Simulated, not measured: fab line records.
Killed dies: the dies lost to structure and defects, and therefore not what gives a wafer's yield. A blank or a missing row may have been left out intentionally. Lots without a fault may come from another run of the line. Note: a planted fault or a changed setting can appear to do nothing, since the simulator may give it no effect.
The tool behind it: which one? || flow ritCmos || Sampling: 13 lots, 39 wafers, 2 of 202 route steps

WHAT EACH GAUGE READ, for each wafer
The record holds no reading of a measuring or inspecting step that can be judged against a usual standard deviation.

TOOL THAT RAN EACH LOT (tool first, then ch and the chambers of the sampled wafers, then the start)
{"lot": "L505", "RIT_NWELL_SOFTBAKE_02": "lithoTrack-03 ch 0, day 1 21:30", "RIT_M1_PROBE_99": "-"}
{"lot": "L506", "RIT_NWELL_SOFTBAKE_02": "lithoTrack-02 ch 0, day 2 01:18", "RIT_M1_PROBE_99": "-"}
{"lot": "L507", "RIT_NWELL_SOFTBAKE_02": "lithoTrack-01 ch 0, day 2 08:23", "RIT_M1_PROBE_99": "-"}
{"lot": "L508", "RIT_NWELL_SOFTBAKE_02": "lithoTrack-01 ch 0, day 2 12:26", "RIT_M1_PROBE_99": "-"}
{"lot": "L512", "RIT_NWELL_SOFTBAKE_02": "lithoTrack-01 ch 0, day 3 13:10", "RIT_M1_PROBE_99": "prober-02, day 5 04:16"}
{"lot": "L514", "RIT_NWELL_SOFTBAKE_02": "lithoTrack-01 ch 0, day 3 22:10", "RIT_M1_PROBE_99": "prober-02, day 5 22:58"}
{"lot": "L517", "RIT_NWELL_SOFTBAKE_02": "lithoTrack-01 ch 0, day 4 09:29", "RIT_M1_PROBE_99": "prober-01, day 6 08:07"}
{"lot": "L519", "RIT_NWELL_SOFTBAKE_02": "lithoTrack-02 ch 0, day 4 22:11", "RIT_M1_PROBE_99": "prober-01, day 6 17:46"}
{"lot": "L520", "RIT_NWELL_SOFTBAKE_02": "lithoTrack-02 ch 0, day 5 05:08", "RIT_M1_PROBE_99": "-"}
{"lot": "L522", "RIT_NWELL_SOFTBAKE_02": "lithoTrack-02 ch 0, day 5 10:32", "RIT_M1_PROBE_99": "-"}
{"lot": "L523", "RIT_NWELL_SOFTBAKE_02": "lithoTrack-02 ch 0, day 5 19:28", "RIT_M1_PROBE_99": "-"}
{"lot": "L524", "RIT_NWELL_SOFTBAKE_02": "lithoTrack-03 ch 0, day 5 23:40", "RIT_M1_PROBE_99": "prober-02, day 7 12:53"}
{"lot": "L525", "RIT_NWELL_SOFTBAKE_02": "lithoTrack-02 ch 0, day 6 02:33", "RIT_M1_PROBE_99": "-"}
- RIT_NWELL_SOFTBAKE_02: time 60 s.
- RIT_M1_PROBE_99

WHAT THE TOOLS THEMSELVES READ (means of the sampled wafers that have a number; where no wafer has one, the mark that the record gives instead)
RIT_NWELL_SOFTBAKE_02.
{"lot": "L505", "tool": "lithoTrack-03", "heaterPowerTotalW (W)": 34.53, "plateTempC (C)": 90.03}
{"lot": "L506", "tool": "lithoTrack-02", "heaterPowerTotalW (W)": 34.59, "plateTempC (C)": 89.96}
{"lot": "L507", "tool": "lithoTrack-01", "heaterPowerTotalW (W)": 34.59, "plateTempC (C)": 89.95}
{"lot": "L508", "tool": "lithoTrack-01", "heaterPowerTotalW (W)": 34.52, "plateTempC (C)": 89.98}
{"lot": "L512", "tool": "lithoTrack-01", "heaterPowerTotalW (W)": 34.91, "plateTempC (C)": 90.58}
{"lot": "L514", "tool": "lithoTrack-01", "heaterPowerTotalW (W)": 34.89, "plateTempC (C)": 90.63}
{"lot": "L517", "tool": "lithoTrack-01", "heaterPowerTotalW (W)": 34.83, "plateTempC (C)": 90.59}
{"lot": "L519", "tool": "lithoTrack-02", "heaterPowerTotalW (W)": 34.63, "plateTempC (C)": 89.97}
{"lot": "L520", "tool": "lithoTrack-02", "heaterPowerTotalW (W)": 34.51, "plateTempC (C)": 90.00}
{"lot": "L522", "tool": "lithoTrack-02", "heaterPowerTotalW (W)": 34.54, "plateTempC (C)": 89.85}
{"lot": "L523", "tool": "lithoTrack-02", "heaterPowerTotalW (W)": 34.59, "plateTempC (C)": 89.92}
{"lot": "L524", "tool": "lithoTrack-03", "heaterPowerTotalW (W)": 34.56, "plateTempC (C)": 90.06}
{"lot": "L525", "tool": "lithoTrack-02", "heaterPowerTotalW (W)": 34.58, "plateTempC (C)": 90.04}

RIT_M1_PROBE_99.
{"lot": "L512", "tool": "prober-02", "killedAtContacts": 0.3, "killedAtFrontEnd": 4, "killedDies": 4, "killedOpen": 2.0, "killedShort": 2.3}
{"lot": "L514", "tool": "prober-02", "killedAtContacts": 0.0, "killedAtFrontEnd": 4, "killedDies": 4, "killedOpen": 1.7, "killedShort": 2.3}
{"lot": "L517", "tool": "prober-01", "killedAtContacts": 0.0, "killedAtFrontEnd": 7, "killedDies": 7, "killedOpen": 4.3, "killedShort": 3.0}
{"lot": "L519", "tool": "prober-01", "killedAtContacts": 0.0, "killedAtFrontEnd": 11, "killedDies": 11, "killedOpen": 3.0, "killedShort": 7.7}
{"lot": "L524", "tool": "prober-02", "killedAtContacts": 0.0, "killedAtFrontEnd": 6, "killedDies": 6, "killedOpen": 3.3, "killedShort": 2.3}

THE ANSWER, worked out from the rows above alone
Rule: usual is defined by the lots themselves. The widest of any qualifying gaps counts: lots, ordered by their means at a reading, are off when they make up no more than a third of the lots, leave a main group of 4 or more, and stand apart from it by 3 or more times the standard deviation of that group's means. Not used: any main group whose means are identical at the precision the tables above print for the reading. A lot without any number at a reading at which 4 lots or more have one is off too. Where the step has rows for the other lots, those lots are counted as sound. The gauges are gone through in route order, then the tools' own readings, and for those a lot's mean is taken as printed above. At the first step where some lot is off, the reading lying furthest off is the one used; lots without a number count as furthest.
Off: L512, L514, L517 (RIT_NWELL_SOFTBAKE_02, plateTempC). For the main group the mean is 89.98 C and the standard deviation 0.059.
A tool fits if, at that step or a process step before it, it ran every lot that is off, and no sound lot after the first of them. One fits: RIT_NWELL_SOFTBAKE_02 on lithoTrack-01. Its last sound lot is L508 (day 2 12:26), its first lot that is off L512 (day 3 13:10): a fault that began between those two fits.
The tool's own readings at RIT_NWELL_SOFTBAKE_02 bear it out: on the lots that are off they differ by more than 5 times the standard deviation of the sound lots' means. heaterPowerTotalW reads 34.88 W there against 34.56 W on the sound lots; plateTempC reads 90.60 C there against 89.98 C on the sound lots.

WHAT WAS PUT IN BY THE SIMULATOR
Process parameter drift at RIT_NWELL_SOFTBAKE_02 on lithoTrack-01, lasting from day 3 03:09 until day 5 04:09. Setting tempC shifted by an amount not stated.
Shown lots that were struck: L512, L514, L517. The same result came from the rule above.
